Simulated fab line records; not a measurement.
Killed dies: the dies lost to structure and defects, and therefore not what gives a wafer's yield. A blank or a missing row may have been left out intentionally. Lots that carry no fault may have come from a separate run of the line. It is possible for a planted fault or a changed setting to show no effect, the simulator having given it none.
Matching of chambers | flow berkeleyCmos170 | UCB170_GATE_CLEAN_17 on wetBench-01 has 3 sister chambers
The step cleans in SPM, time 600 s. 3 wafers are shown with their chamber, then 4 later ones without.

== WAFERS, EACH WITH ITS CHAMBER ==
wafer  | chamber | bathHeatDutyPct (%)
L082.6 | 2       | 13.9
L092.5 | 3       | 13.2
L093.3 | 0       | 12.1

== WAFERS WHOSE CHAMBER IS MISSING ==
wafer  | bathHeatDutyPct (%)
L093.6 | 11.0
L094.3 | 11.6
L094.4 | 11.2
L094.6 | 10.1

== WHICH CHAMBER EACH ONE RAN IN ==
wafer  | from the rows above          | in truth
L093.6 | can't be placed: 0 or 3 or 2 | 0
L094.3 | can't be placed: 0 or 3 or 2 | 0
L094.4 | can't be placed: 0 or 3 or 2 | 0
L094.6 | can't be placed: 0 or 3 or 2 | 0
Correct placement for 0 of the 4. From these rows, 4 cannot be placed; in 4 the true chamber is one of the candidates. Number placed wrongly: 0.
How it was worked out, from the rows above alone: a wafer's distance from a chamber is the root of the sum, over the readings, of the square of ((its reading less the chamber's mean) divided by the reading's scatter). If the next closest chamber is less than 2 further off than the closest, the wafer can't be placed; otherwise it belongs to the closest. The mean given for a chamber averages the wafers shown for that chamber. The scatter: with one shown wafer a chamber, the root of the mean of the squares of how far each hidden wafer lies from its nearest shown one.
